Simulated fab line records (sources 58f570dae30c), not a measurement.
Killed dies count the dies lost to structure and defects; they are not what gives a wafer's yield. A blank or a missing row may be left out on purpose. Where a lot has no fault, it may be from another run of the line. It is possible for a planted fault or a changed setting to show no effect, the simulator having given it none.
Lot-split experiment | flow berkeley-cmos170 | on a route of 331 steps: 5 lots, 23 wafers read

== SPLIT DETAILS ==
At UCB170_PWELL_CVD_05 (deposits Si3N4 from SiH2Cl2/NH3, target thk 220 nm, time 3300 s), the setting time-s was moved away from the recipe's 3300 s on 15 of the 23 wafers read, by -14.9% to +9.0%. For the rest of the wafers, this setting stayed at what the recipe calls for.

== FROM THE SPLIT TO THE READING: what the file shows between them, 4 steps ==
- UCB170_PWELL_THK_MEAS_06
- UCB170_PWELL_HMDS_07: prime time 60 s
- UCB170_PWELL_COAT_08: resist thk 904.5 nm
- UCB170_PWELL_DEVELOP_12: develop time 45 s

== THE READING ==
oes-product-au, in a.u., at UCB170_PWELL_ETCH_14 (etches Si3N4 in CH3F/Ar/O2, stops on SiO2, target depth 242 nm, time 151 s). Typical for fault-free wafers on this fab line: 0.947 a.u., with standard deviation 0.012 a.u.

wafer  | tool, chamber at the split | time-s as run, s | against the recipe | oes-product-au, a.u. | against lot-mates on the recipe
L076.1 | -, -                       | 3596             | +9.0%              | 0.984                | no lot-mate on the recipe
L076.2 | -, -                       | 3596             | +9.0%              | 0.982                | no lot-mate on the recipe
L076.4 | -, -                       | 3596             | +9.0%              | 0.988                | no lot-mate on the recipe
L076.5 | -, -                       | 3596             | +9.0%              | 0.989                | no lot-mate on the recipe
L076.6 | -, -                       | 3596             | +9.0%              | 0.997                | no lot-mate on the recipe
L077.1 | lpcvd-02, 0                | 3300             | recipe             | 0.947                | -
L077.3 | lpcvd-02, 0                | 3300             | recipe             | 0.955                | -
L077.5 | lpcvd-02, 0                | 3300             | recipe             | 0.950                | -
L078.1 | -, -                       | 2808             | -14.9%             | 0.862                | no lot-mate on the recipe
L078.2 | -, -                       | 2808             | -14.9%             | 0.859                | no lot-mate on the recipe
L078.4 | -, -                       | 2808             | -14.9%             | 0.858                | no lot-mate on the recipe
L078.5 | -, -                       | 2808             | -14.9%             | 0.867                | no lot-mate on the recipe
L078.6 | -, -                       | 2808             | -14.9%             | 0.855                | no lot-mate on the recipe
L081.1 | -, -                       | 3531             | +7.0%              | 0.964                | no lot-mate on the recipe
L081.2 | -, -                       | 3531             | +7.0%              | 0.997                | no lot-mate on the recipe
L081.3 | -, -                       | 3531             | +7.0%              | 0.987                | no lot-mate on the recipe
L081.5 | -, -                       | 3531             | +7.0%              | 0.987                | no lot-mate on the recipe
L081.6 | -, -                       | 3531             | +7.0%              | 0.964                | no lot-mate on the recipe
L084.1 | -, -                       | 3300             | recipe             | 0.949                | -
L084.3 | -, -                       | 3300             | recipe             | 0.931                | -
L084.4 | -, -                       | 3300             | recipe             | 0.969                | -
L084.5 | -, -                       | 3300             | recipe             | 0.935                | -
L084.6 | -, -                       | 3300             | recipe             | 0.954                | -

FIT RESULTS
A straight line over all 23 wafers: oes-product-au changes by +0.00539 a.u. for each +1% of time-s; r = +0.98; the points scatter about the line by 0.011 a.u.
Too few moved wafers have a lot-mate on the recipe to fit a line with each lot's own level taken away.

== THE WHOLE CHAIN: every reading that the file lists as answering this split, in the file's order ==
step                     | what it does                                                               | reading                                                                       | change (the file's fit)                   | r (the file's)
UCB170_PWELL_CVD_05      | deposits Si3N4 from SiH2Cl2/NH3, target thk 220 nm, time 3300 s            | Si3N4_of_PWELL_CVD_05.thk-nm (the simulator's own value, which no gauge read) | +2.27 nm for each +1% of the setting      | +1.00
UCB170_PWELL_THK_MEAS_06 |                                                                            | PWELL_NITRIDE_THK                                                             | +2.27 for each +1% of the setting         | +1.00
UCB170_PWELL_ETCH_14     | etches Si3N4 in CH3F/Ar/O2, stops on SiO2, target depth 242 nm, time 151 s | oes-product-au                                                                | +0.00539 a.u. for each +1% of the setting | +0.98
UCB170_PWELL_ETCH_14     | etches Si3N4 in CH3F/Ar/O2, stops on SiO2, target depth 242 nm, time 151 s | etch.depth-nm (the simulator's own value, which no gauge read)                | +2.21 nm for each +1% of the setting      | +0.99

== THE FILE'S OWN FIT ==
oes-product-au changes by +0.00539 a.u. for each +1% of time-s, r = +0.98.
